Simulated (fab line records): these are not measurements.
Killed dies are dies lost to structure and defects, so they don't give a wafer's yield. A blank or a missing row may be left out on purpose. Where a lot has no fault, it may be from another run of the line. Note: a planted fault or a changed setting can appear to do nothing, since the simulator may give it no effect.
Which of the tools did it? | flow berkeleyCmos170 | Sampling: 14 lots, 42 wafers, 3 of 331 route steps

== WHAT THE GAUGES READ, wafer by wafer ==
UCB170_GATE_THK_MEAS_02.
lot  | measured     | on           | GATE_OXIDE_THK (nm)
L318 | day 6 21:48  | filmMetro-04 | 6.64 6.58 6.63
L320 | day 7 10:25  | filmMetro-02 | 6.65 6.79 6.73
L319 | day 7 10:26  | filmMetro-04 | 6.61 6.50 6.62
L322 | day 7 21:14  | filmMetro-04 | 6.69 6.64 6.78
L323 | day 8 05:53  | filmMetro-03 | 6.66 6.48 6.57
L326 | day 8 05:53  | filmMetro-04 | 6.62 6.50 6.44
L325 | day 8 05:54  | filmMetro-02 | 6.48 6.69 6.60
L324 | day 8 05:57  | filmMetro-02 | 6.60 6.50 6.61
L327 | day 8 22:05  | filmMetro-04 | 6.67 6.79 6.61
L328 | day 9 06:47  | filmMetro-03 | 6.45 6.50 6.46
L330 | day 9 06:50  | filmMetro-02 | 6.60 6.41 6.51
L334 | day 10 17:31 | filmMetro-04 | 6.53 6.54 6.63
L337 | day 10 17:35 | filmMetro-03 | 6.62 6.58 6.68
L339 | day 11 06:16 | filmMetro-04 | 6.43 6.45 6.43

UCB170_GATE_CD_MEAS_90 targets a cd of 350 nm.
lot  | measured     | on       | cdNm (nm)
L318 | day 7 07:11  | cdSem-01 | 351.3 351.6 350.7
L320 | day 7 19:01  | cdSem-01 | 350.3 350.2 347.6
L319 | day 7 19:41  | cdSem-01 | 351.7 351.9 350.6
L322 | day 8 09:02  | cdSem-02 | 350.6 350.2 351.0
L323 | day 8 15:34  | cdSem-02 | 350.7 350.2 349.0
L326 | day 8 15:02  | cdSem-02 | 351.9 350.7 350.3
L325 | day 8 14:44  | cdSem-02 | 348.0 347.4 348.9
L324 | day 8 15:29  | cdSem-01 | 349.7 349.2 350.5
L327 | day 9 07:42  | cdSem-01 | 348.5 349.4 350.0
L328 | day 9 16:42  | cdSem-01 | 351.5 352.5 352.2
L330 | day 9 16:25  | cdSem-01 | 351.3 350.2 352.5
L334 | day 11 01:11 | cdSem-01 | 350.6 351.2 351.9
L337 | day 11 02:09 | cdSem-02 | 348.5 346.5 348.7
L339 | day 11 16:26 | cdSem-02 | 350.7 350.4 351.2

UCB170_NSD_CD_MEAS_06 targets a cd of 1200 nm.
lot  | measured     | on       | cdNm (nm)
L318 | day 7 19:53  | cdSem-02 | 1199.8 1199.1 1199.4
L320 | day 8 11:27  | cdSem-02 | 1200.4 1199.4 1198.6
L319 | day 8 11:53  | cdSem-01 | 1200.4 1202.4 1201.0
L322 | day 9 04:12  | cdSem-02 | 1201.6 1200.2 1200.8
L323 | day 9 05:00  | cdSem-02 | 1202.2 1201.2 1201.9
L326 | day 9 04:48  | cdSem-01 | 1200.0 1199.9 1200.5
L325 | day 9 04:45  | cdSem-02 | 1200.4 1202.3 1200.5
L324 | day 9 05:14  | cdSem-02 | 1198.3 1197.7 1196.4
L327 | day 9 21:49  | cdSem-02 | 1199.0 1198.4 1198.2
L328 | day 10 07:35 | cdSem-02 | 1200.5 1201.2 1200.8
L330 | day 10 07:13 | cdSem-02 | 1200.8 1200.7 1200.7
L334 | day 11 17:28 | cdSem-02 | 1200.2 1200.7 1200.6
L337 | day 11 16:55 | cdSem-01 | 1198.8 1198.6 1199.0
L339 | day 12 09:22 | cdSem-02 | 1198.7 1198.0 1199.1

== EACH LOT AND THE TOOL THAT RAN IT (in order: tool; ch and the chambers of the sampled wafers; start) ==
There is no process step in the record ahead of these readings.

== WHAT THE TOOLS THEMSELVES READ (means of the sampled wafers that have a number; where no wafer has one, the mark that the record gives instead) ==
The record holds no such reading with a usual standard deviation.

== THE ANSWER, worked out from the rows above alone ==
Rule: what is usual is taken from the lots themselves. Put in order of their means at a reading, lots are off if they are a third of the lots or fewer, leave a main group of 4 or more, and stand apart from it by a gap of 3 or more times the standard deviation of the main group's means; of several such gaps the widest counts. The tables above print the reading to a certain number of digits; a main group whose means all agree to those digits is not used. Also off: a lot with no number at a reading for which 4 or more lots have one. Where the step has rows for the other lots, those lots are counted as sound. The gauges are gone through in route order, then the tools' own readings, and for those a lot's mean is taken as printed above. The first step at which some lot is off is used, and at that step the reading that is off furthest; a lot without a number counts as furthest.
Across all readings shown, no lot is off: no conclusion can be drawn from this.

== WHAT WAS PUT IN BY THE SIMULATOR ==
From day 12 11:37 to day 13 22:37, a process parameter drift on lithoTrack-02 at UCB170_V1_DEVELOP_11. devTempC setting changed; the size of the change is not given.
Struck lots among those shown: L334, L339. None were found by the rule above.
